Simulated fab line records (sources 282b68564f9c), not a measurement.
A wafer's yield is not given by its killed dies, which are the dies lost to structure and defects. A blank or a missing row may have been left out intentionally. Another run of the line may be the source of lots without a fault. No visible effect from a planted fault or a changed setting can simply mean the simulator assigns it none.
A single fault, viewed from 2 desks -- flow rit cmos -- every desk sees just its own numbers, and what lay behind them comes last

THE METROLOGY DESK
Means of the sampled wafers that have a number, per lot and without regard to the tool the lot ran on: this is what the gauges read. The brackets show how far a lot's mean lies from the usual mean; more than 4 standard deviations puts the lot out of limits, marked OUT.
Columns: A = NWELL_RS at RIT_WELLDRIVE_RS_MEAS_01, usual 276.2 ohm/sq; B = PLDD_OVL at RIT_PLDD_OVL_MEAS_06, usual 0.3 nm; C = PLDD_TW at RIT_PLDD_TW_MEAS_10, usual 2346
lot,first seen here,A,B,C
L462,day 2 14:13,275.6,-0.1,2365
L463,day 2 19:53,275.1,-0.8,2367
L464,day 3 02:01,275.5,0.1,2335
L465,day 3 07:01,275.5,1.4,2335
L467,day 3 15:52,274.9,-0.7,2362
L468,day 4 01:58,276.1,0.1,2331
L469,day 4 06:41,275.8,1.5,2339
L470,day 4 06:43,276.7,1.5,2331
L472,day 4 17:01,277.8,-1.6,2343
L473,day 4 20:56,275.3,-0.0,2341
L474,day 5 03:36,276.1,1.6,2353
L475,day 5 09:12,275.8,0.3,30 (-99 or more) OUT
L483,day 7 00:02,274.3,0.6,2357
This desk reports L475 out of limits; the earliest was L475 at day 6 02:49 (PLDD_TW at RIT_PLDD_TW_MEAS_10). L462, L463, L464, L465, L467, L468, L469, L470, L472, L473, L474, L483 stayed within limits.

THE TOOL OWNER'S DESK: plasma asher-03
The tool's own readings at RIT_NLDD_STRIP_09 (strips in O2, time 180 s): means of the sampled wafers that have a number, for each lot that ran on this tool. The brackets show how far a lot's mean lies from the usual mean; more than 4 standard deviations puts the lot out of limits, marked OUT.
Columns: A = drypump motor current A at RIT_NLDD_STRIP_09, usual 5.3 A; B = run length s at RIT_NLDD_STRIP_09, usual 208.4 s
lot,first seen here,A,B
L462,day 3 03:29,5.2,208.3
L463,day 3 10:49,5.4,208.5
L464,day 3 17:59,5.2,207.8
L469,day 4 21:29,4.9,207.7
L472,day 5 07:34,5.2,208.2
L473,day 5 12:19,5.5,208.5
L474,day 5 16:43,4.9,207.8
L475,day 6 01:05,5.4,72.2 (-99 or more) OUT
This desk finds L475 out of limits, L475 being first, at day 6 01:05 (run length s at RIT_NLDD_STRIP_09). L462, L463, L464, L469, L472, L473, L474 stayed within limits.

ALL TOGETHER
An alarm could have come from the tool owner's desk at day 6 01:05, on L475.
An alarm was possible from the metrology desk at day 6 02:49, on L475.
RIT_NLDD_STRIP_09 was run on plasma asher-03 by each of the lots named.

WHAT WAS PUT IN BY THE SIMULATOR
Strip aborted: plasma asher-03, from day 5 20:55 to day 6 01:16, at RIT_NLDD_STRIP_09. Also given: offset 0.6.
Struck lots among those shown: L475.
Hours from the fault's start to each desk's first reading out of limits: the tool owner's desk, 4; the metrology desk, 6.
